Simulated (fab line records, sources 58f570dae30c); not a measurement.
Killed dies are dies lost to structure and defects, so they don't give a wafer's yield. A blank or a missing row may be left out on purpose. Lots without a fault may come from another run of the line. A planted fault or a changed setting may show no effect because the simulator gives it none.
One fault seen from 2 desks | flow berkeley_cmos170 | each desk has only its own numbers; what lay behind them comes last

THE TOOL OWNER'S DESK: rie_metal-03
The tool's own readings at UCB170_M2_METAL_ETCH_18 (etches Al in Cl2/BCl3, stops on SiO2, target depth 1170 nm, time 201.3 s): means of the sampled wafers that have a number, for each lot that ran on this tool. A lot is out of limits, marked OUT, if its mean lies more than 4 standard deviations from the usual mean; the brackets give that distance.
Columns: A = chamber_pressure_mTorr at UCB170_M2_METAL_ETCH_18, usual 12.000 mTorr; B = drypump_motor_current_A at UCB170_M2_METAL_ETCH_18, usual 5.8 A; C = oes_product_au at UCB170_M2_METAL_ETCH_18, usual 0.849 a.u.; D = throttle_valve_pct at UCB170_M2_METAL_ETCH_18, usual 24.40 %
lot  | first seen here | A      | B   | C     | D
L629 | day 7 13:00     | 12.002 | 5.6 | 0.846 | 24.14
L632 | day 8 01:14     | 12.000 | 5.9 | 0.849 | 24.21
L633 | day 8 07:22     | 11.982 | 5.6 | 0.849 | 24.13
L634 | day 8 10:55     | 12.000 | 5.6 | 0.857 | 24.12
L630 | day 8 19:37     | 12.006 | 5.5 | 0.855 | 24.12
L637 | day 9 06:02     | 12.011 | 5.6 | 0.862 | 24.12
L649 | day 11 06:27    | 12.003 | 5.5 | 0.829 | 24.14
This desk's finding: nothing out of limits on any of the 7 lots.

THE METROLOGY DESK
What the gauges read, lot by lot, whatever tool the lot ran on: means of the sampled wafers that have a number. A lot is out of limits, marked OUT, if its mean lies more than 4 standard deviations from the usual mean; the brackets give that distance.
Columns: A = cd_nm at UCB170_M2_CD_MEAS_90, usual 697.8 nm
lot  | first seen here | A
L629 | day 7 13:16     | 700.5
L632 | day 8 01:32     | 701.3
L631 | day 8 02:35     | 696.8
L633 | day 8 07:41     | 696.7
L634 | day 8 11:12     | 697.5
L635 | day 8 11:51     | 697.4
L636 | day 8 12:18     | 698.6
L630 | day 8 19:55     | 696.0
L638 | day 9 06:17     | 693.5
L637 | day 9 06:19     | 697.6
L640 | day 9 13:35     | 699.5
L639 | day 9 20:04     | 696.5
L649 | day 11 06:44    | 704.0
This desk's finding: nothing out of limits on any of the 13 lots.

PUT TOGETHER
The tool owner's desk saw nothing out of limits.
The metrology desk saw nothing out of limits.

WHAT THE SIMULATOR HAD PUT IN
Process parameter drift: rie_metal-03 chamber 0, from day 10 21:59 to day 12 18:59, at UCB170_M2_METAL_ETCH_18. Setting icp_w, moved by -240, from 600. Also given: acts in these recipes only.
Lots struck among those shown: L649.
